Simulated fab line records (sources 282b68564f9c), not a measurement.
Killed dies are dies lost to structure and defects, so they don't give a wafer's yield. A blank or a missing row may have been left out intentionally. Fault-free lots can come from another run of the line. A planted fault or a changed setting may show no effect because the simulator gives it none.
Which tool was responsible?    flow ritCmos    45 wafers sampled from 15 lots at 1 step of a route of 202

## WHAT EACH GAUGE READ, for each wafer
Not one reading of a measure or inspect step in the record can be checked against a usual standard deviation.

## WHAT TOOL EACH LOT RAN ON (gives the tool, then ch and the chambers of the sampled wafers, and finally the start)
lot   RIT_NLDD_EXPOSE_03
L879  ilineStepper-02 ch 0, day 2 22:29
L880  ilineStepper-01 ch 0, day 3 02:24
L881  ilineStepper-02 ch 0, day 3 08:32
L882  ilineStepper-01 ch 0, day 3 14:05
L884  ilineStepper-01, day 3 23:21
L885  ilineStepper-02, day 4 03:16
L886  ilineStepper-02, day 4 10:16
L888  ilineStepper-01 ch 0, day 4 23:02
L893  ilineStepper-01 ch 0, day 5 20:37
L895  ilineStepper-01 ch 0, day 6 08:15
L896  ilineStepper-01 ch 0, day 6 11:15
L897  ilineStepper-02 ch 0, day 6 16:02
L898  ilineStepper-02 ch 0, day 6 20:17
L900  ilineStepper-02 ch 0, day 7 07:58
L901  ilineStepper-02 ch 0, day 7 12:25
- RIT_NLDD_EXPOSE_03: exposes mask M7, target cd 40700 nm.

## AS READ BY THE TOOLS THEMSELVES (means over the sampled wafers that have a number; for cases with no such wafer, the mark the record gives instead)
RIT_NLDD_EXPOSE_03. Usual: exposureDoseMJCm2 249.94, standard deviation 0.23; focusOffsetNm 0.0 nm, standard deviation 0.45; stageVelMmS 499.94 mm/s, standard deviation 0.21.
lot   tool             exposureDoseMJCm2  focusOffsetNm (nm)  stageVelMmS (mm/s)  flag
L879  ilineStepper-02  249.79             0.8                 499.71              
L880  ilineStepper-01  250.18             -0.1                500.10              
L881  ilineStepper-02  250.11             0.2                 499.84              
L882  ilineStepper-01  249.73             -0.0                499.93              
L884  ilineStepper-01  -                  -                   -                   OFF
L885  ilineStepper-02  -                  -                   -                   OFF
L886  ilineStepper-02  -                  -                   -                   OFF
L888  ilineStepper-01  249.80             -0.1                500.11              
L893  ilineStepper-01  249.49             0.2                 499.95              
L895  ilineStepper-01  249.88             -0.4                499.89              
L896  ilineStepper-01  250.11             -0.1                500.18              
L897  ilineStepper-02  249.82             0.0                 500.13              
L898  ilineStepper-02  250.01             -0.1                500.01              
L900  ilineStepper-02  249.89             -0.3                499.70              
L901  ilineStepper-02  250.19             0.3                 499.73              

## THE ANSWER, worked out from the rows above alone
Rule: lot off if the mean of its wafers having a number is beyond 3 standard deviations from the usual mean. A lot without any number at a reading at which 4 lots or more have one is off too. The other lots that the step has rows for count as sound. Order of review: gauges by route order, followed by the tools' own readings, for which a lot's mean as printed above is used. The first step at which some lot is off is used, and at that step the reading that is off furthest; a lot without a number counts as furthest.
Off: L884, L885, L886, at RIT_NLDD_EXPOSE_03 (exposureDoseMJCm2). Without a number there: L884, L885, L886.
If a tool, at that step or one of the process steps before it, ran each lot that is off and ran no sound lot following the first of them, it fits. None of those tried fits.

## WHAT HAD BEEN PUT IN BY THE SIMULATOR
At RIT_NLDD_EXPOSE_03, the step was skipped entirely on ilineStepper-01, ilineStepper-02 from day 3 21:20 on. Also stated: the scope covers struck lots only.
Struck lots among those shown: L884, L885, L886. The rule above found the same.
